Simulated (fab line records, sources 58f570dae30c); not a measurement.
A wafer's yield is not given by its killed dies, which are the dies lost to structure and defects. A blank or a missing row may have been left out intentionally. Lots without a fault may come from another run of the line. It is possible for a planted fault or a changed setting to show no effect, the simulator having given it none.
Chamber matching || flow berkeley cmos170 || cmp-02 running UCB170_V1_CMP_02: 4 sister chambers
The step polishes SiO2. 8 wafers are shown with their chamber, then 7 later ones without.

WAFERS PAIRED WITH THEIR CHAMBERS
{"wafer": "L115.1", "chamber": 2, "motor current A (A)": 18.1, "platen rpm (rpm)": 60.06}
{"wafer": "L118.1", "chamber": 0, "motor current A (A)": 15.6, "platen rpm (rpm)": 60.01}
{"wafer": "L118.2", "chamber": 2, "motor current A (A)": 17.2, "platen rpm (rpm)": 60.03}
{"wafer": "L123.2", "chamber": 1, "motor current A (A)": 14.2, "platen rpm (rpm)": 60.09}
{"wafer": "L123.3", "chamber": 3, "motor current A (A)": 15.1, "platen rpm (rpm)": 59.92}
{"wafer": "L123.5", "chamber": 0, "motor current A (A)": 16.0, "platen rpm (rpm)": 60.07}
{"wafer": "L122.2", "chamber": 1, "motor current A (A)": 15.4, "platen rpm (rpm)": 60.05}
{"wafer": "L122.4", "chamber": 3, "motor current A (A)": 15.3, "platen rpm (rpm)": 60.02}

WAFERS WITH NO CHAMBER GIVEN
{"wafer": "L122.6", "motor current A (A)": 15.1, "platen rpm (rpm)": 60.08}
{"wafer": "L126.2", "motor current A (A)": 14.3, "platen rpm (rpm)": 59.92}
{"wafer": "L126.3", "motor current A (A)": 15.3, "platen rpm (rpm)": 60.02}
{"wafer": "L126.4", "motor current A (A)": 15.9, "platen rpm (rpm)": 59.97}
{"wafer": "L129.3", "motor current A (A)": 17.5, "platen rpm (rpm)": 60.03}
{"wafer": "L129.4", "motor current A (A)": 15.4, "platen rpm (rpm)": 60.04}
{"wafer": "L129.6", "motor current A (A)": 15.3, "platen rpm (rpm)": 59.99}

CHAMBER TAKEN BY EACH
{"wafer": "L122.6", "from the rows above": "can't be placed: 1 or 0 or 3", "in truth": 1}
{"wafer": "L126.2", "from the rows above": "can't be placed: 3 or 1 or 0", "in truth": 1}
{"wafer": "L126.3", "from the rows above": "can't be placed: 0 or 3 or 1", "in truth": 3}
{"wafer": "L126.4", "from the rows above": "can't be placed: 3 or 0 or 1", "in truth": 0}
{"wafer": "L129.3", "from the rows above": 2, "in truth": 2}
{"wafer": "L129.4", "from the rows above": "can't be placed: 0 or 1 or 3", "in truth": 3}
{"wafer": "L129.6", "from the rows above": "can't be placed: 3 or 0 or 1", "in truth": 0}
Correctly placed: 1 of 7. Can't be placed from these rows: 6 (the true chamber is among the candidates in 6). Number placed wrongly: 0.
How it was worked out, from the rows above alone: a wafer's distance from a chamber is the root of the sum, over the readings, of the square of ((its reading less the chamber's mean) divided by the reading's scatter). The wafer belongs to the nearest chamber; if the next one is less than 2 further off, it can't be placed. For every chamber, the mean is computed from those of its wafers that are shown. The scatter: the root of (the sum of the squares of (reading less its chamber's mean) over the shown wafers, divided by (wafers less chambers)).
